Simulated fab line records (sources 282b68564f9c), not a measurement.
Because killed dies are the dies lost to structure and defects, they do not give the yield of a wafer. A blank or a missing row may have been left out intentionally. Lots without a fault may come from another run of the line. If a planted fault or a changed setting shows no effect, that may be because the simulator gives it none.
Tool commonality check ; flow ritCmos ; 14 lots, 42 wafers sampled

== REASON FOR OPENING ==
3 of 14 lots carry a flag on the reading PRETRO_TW at RIT_PRETRO_TW_MEAS_10. Fault-free wafers read 481.3, with a standard deviation of 2.7.
Rule: a lot is flagged when every wafer of it that has a number lies more than 4 standard deviations from that mean, or none has a number. The other lots count as sound.

lot;measured;on;PRETRO_TW, wafer by wafer;flag
L788;day 2 10:47;filmMetro-04;478.6 481.3 479.3;
L789;day 2 18:31;filmMetro-04;482.3 483.1 481.0;
L790;day 3 01:31;filmMetro-04;483.5 482.9 483.0;
L791;day 3 04:15;filmMetro-04;482.6 481.2 483.0;
L792;day 3 12:08;filmMetro-04;479.6 482.8 481.2;
L793;day 3 16:18;filmMetro-04;482.8 482.8 482.1;
L799;day 4 19:00;filmMetro-04;585.5 583.2 582.4;FLAGGED
L800;day 4 23:45;filmMetro-01;577.7 579.2 580.3;FLAGGED
L802;day 5 06:44;filmMetro-04;580.9 579.1 579.9;FLAGGED
L806;day 6 04:07;filmMetro-04;480.8 479.5 482.3;
L807;day 6 07:56;filmMetro-04;481.4 482.1 485.0;
L808;day 6 15:03;filmMetro-04;480.8 483.2 483.4;
L809;day 6 19:54;filmMetro-01;474.5 474.6 478.6;
L811;day 7 05:52;filmMetro-01;481.2 482.3 478.3;
The numbers of the flagged lots are 580.9 on average: +99.6 against the usual, or +37 standard deviations.

== EACH LOT AND THE TOOL IT RAN ON ==
The record keeps 1 process step preceding the reading, out of 202 steps on the route. Read each cell as the tool, then ch plus the chambers that the sampled wafers visited, then the start.
lot;flag;RIT_PRETRO_IMPLANT_08
L788;;implanter-04 ch 0, day 2 10:28
L789;;implanter-03 ch 0, day 2 18:11
L790;;implanter-03 ch 0, day 3 01:11
L791;;implanter-03 ch 0, day 3 03:56
L792;;implanter-02 ch 0, day 3 11:49
L793;;implanter-03 ch 0, day 3 16:01
L799;FLAGGED;implanter-02 ch 0, day 4 18:41
L800;FLAGGED;implanter-02 ch 0, day 4 23:27
L802;FLAGGED;implanter-02 ch 0, day 5 06:25
L806;;implanter-03 ch 0, day 6 03:48
L807;;implanter-04 ch 0, day 6 07:37
L808;;implanter-04 ch 0, day 6 14:46
L809;;implanter-04 ch 0, day 6 19:35
L811;;implanter-04 ch 0, day 7 05:34
These steps, and what they do:
- RIT_PRETRO_IMPLANT_08
- RIT_PRETRO_TW_MEAS_10

== FLAGGED AGAINST TOTAL, ONE TOOL AT A TIME (gauges that did the reading follow at the end) ==
step;tool;lots run;flagged;share of the flagged lots;sound lots run after its first flagged lot
RIT_PRETRO_IMPLANT_08;implanter-02;4;3;all;0
RIT_PRETRO_IMPLANT_08;implanter-03;5;0;none;-
RIT_PRETRO_IMPLANT_08;implanter-04;5;0;none;-
RIT_PRETRO_TW_MEAS_10;filmMetro-01;3;1;some;2 (L809,L811)
RIT_PRETRO_TW_MEAS_10;filmMetro-04;11;2;some;3 (L806,L807,L808)

== WHAT THE TABLE ALLOWS ==
1 row of the table ran every flagged lot: implanter-02 at RIT_PRETRO_IMPLANT_08.
- implanter-02 at RIT_PRETRO_IMPLANT_08: 3 of its 4 lots flagged. Last sound lot L792 at day 3 11:49, first flagged lot L799 at day 4 18:41; a fault beginning in between fits. Its own readings (doseIonsCm2, faradayCurrentUA) fall more than 4 standard deviations out on all wafers of the flagged lots.
Just one tool remains: implanter-02 at RIT_PRETRO_IMPLANT_08.

== WHAT THE SIMULATOR PUT IN ==
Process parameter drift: implanter-02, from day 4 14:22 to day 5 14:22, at RIT_PRETRO_IMPLANT_08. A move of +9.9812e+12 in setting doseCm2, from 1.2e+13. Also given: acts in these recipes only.
Struck lots among those shown: L799, L800, L802. The rule above found the same.
